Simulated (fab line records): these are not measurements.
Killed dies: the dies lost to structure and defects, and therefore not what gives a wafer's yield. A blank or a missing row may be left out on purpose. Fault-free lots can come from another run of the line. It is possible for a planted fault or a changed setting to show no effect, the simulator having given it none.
Matching of chambers -- flow berkeley-cmos170 -- rie-diel-04 running UCB170_PWELL_ETCH_14: 4 sister chambers
The step etches Si3N4 in CH3F/Ar/O2, stops on SiO2, target depth 242 nm, time 151 s. 4 wafers are shown with their chamber, then 7 later ones without.

== EACH WAFER AND ITS CHAMBER ==
wafer,chamber,drypump-motor-current-A (A)
L237.5,2,5.61
L243.4,1,5.56
L245.1,0,5.42
L245.4,3,5.05

== WAFERS WITHOUT THEIR CHAMBER ==
wafer,drypump-motor-current-A (A)
L245.5,5.61
L248.1,5.41
L248.3,5.59
L248.4,5.07
L251.4,5.55
L251.5,5.56
L251.6,5.61

== CHAMBER TAKEN BY EACH ==
wafer,from the rows above,in truth
L245.5,2,2
L248.1,0,0
L248.3,can't be placed: 2 or 1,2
L248.4,3,3
L251.4,1,1
L251.5,1,1
L251.6,2,2
Correct placement for 6 of the 7. From these rows, 1 cannot be placed; in 1 the true chamber is one of the candidates. Wrongly placed: 0.
How it was worked out, from the rows above alone: a wafer's distance from a chamber is the root of the sum, over the readings, of the square of ((its reading less the chamber's mean) divided by the reading's scatter). The wafer belongs to the nearest chamber; if the next one is less than 2 further off, it can't be placed. Each chamber's mean is taken over the wafers shown for it. The scatter: root of mean squared gap, hidden wafer to nearest shown wafer, with one shown wafer a chamber.
